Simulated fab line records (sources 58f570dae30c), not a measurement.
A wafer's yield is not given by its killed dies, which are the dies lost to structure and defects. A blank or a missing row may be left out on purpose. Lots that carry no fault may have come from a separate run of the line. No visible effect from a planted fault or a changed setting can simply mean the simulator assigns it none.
Code-filled problem report in 8D (eight disciplines) form | flow berkeleyCmos170 | the parts of the form that need people (team, actions taken, sign-off) are left out

1. WHAT WENT WRONG
chamberPressureMTorr at UCB170_V1_STRIP_15 reads a mean of 2799 mTorr on 6 wafers of 2 lots; wafers without a fault read 3500 mTorr with a standard deviation of 3. So: -99 or more standard deviations from the usual mean.
The step: strips in O2.
The first sign was on wafer L597.3 at day 8 13:14, on plasmaAsher-03. The record has a number at this step for 42 wafers belonging to 14 lots. Rule for "out" (also "out of limits"): further than 4 standard deviations from the usual mean. The other wafers with a number count as sound.

2. WHAT IT IS, AND WHAT IT ISN'T
question                    | is                     | is not
which readings at this step | chamberPressureMTorr   | drypumpMotorCurrentA
which lots                  | L597, L600             | L593, L596, L602, L604, L605, L608, L610, L611, L613, L614, L615, L616
which wafers of those lots  | all that have a number | -
read on which tools         | plasmaAsher-03         | plasmaAsher-01, plasmaAsher-04
when                        | from day 8 13:14       | up to then (6 sound wafers); but 30 sound wafers of L602, L604, L605, L608, L610, L611, L613, L614, L615, L616 came after

3. WHAT RULES OUT EACH SUSPECT
Counting: a tool at any process step up to the reading remains a suspect when it ran all the lots that are out and ran no sound lot after the first of those.
- plasmaAsher-03 at UCB170_V1_STRIP_15 (strips in O2): ruled out as a lasting fault. The sound lots L613 went through it after L597, its earliest lot that is out (day 8 13:14).
Left after counting: nothing in the record.

4. THE CAUSE (what the simulator had put in)
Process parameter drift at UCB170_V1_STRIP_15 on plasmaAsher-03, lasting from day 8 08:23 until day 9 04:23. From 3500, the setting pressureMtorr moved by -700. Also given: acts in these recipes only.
Counting ruled it out, wrongly.

5. SEQUENCE OF EFFECTS, ordered by route
Each row: a reading whose mean over the struck wafers that have a number lies more than 3 standard deviations from the usual. Scope: only readings with a usual standard deviation given in the record; hours: median across lots of the time from each lot's start at the first step in this table that gives one to its start at this step; sigmas: change in usual standard deviations.
hours | step               | reading              | usual      | on struck wafers | change | sigmas
0     | UCB170_V1_STRIP_15 | chamberPressureMTorr | 3500 mTorr | 2799             | -701   | -99 or more
The process steps in it:
- UCB170_V1_STRIP_15: strips in O2.
At these later measuring or inspecting steps, every struck wafer for which the step has a row has a number for every such reading, and none has moved that far: UCB170_V1_CD_MEAS_90.

6. WHAT WOULD HAVE CAUGHT IT SOONER
In this record the first reading out of limits was taken at day 8 13:14, 5 hours after the fault began at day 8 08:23.
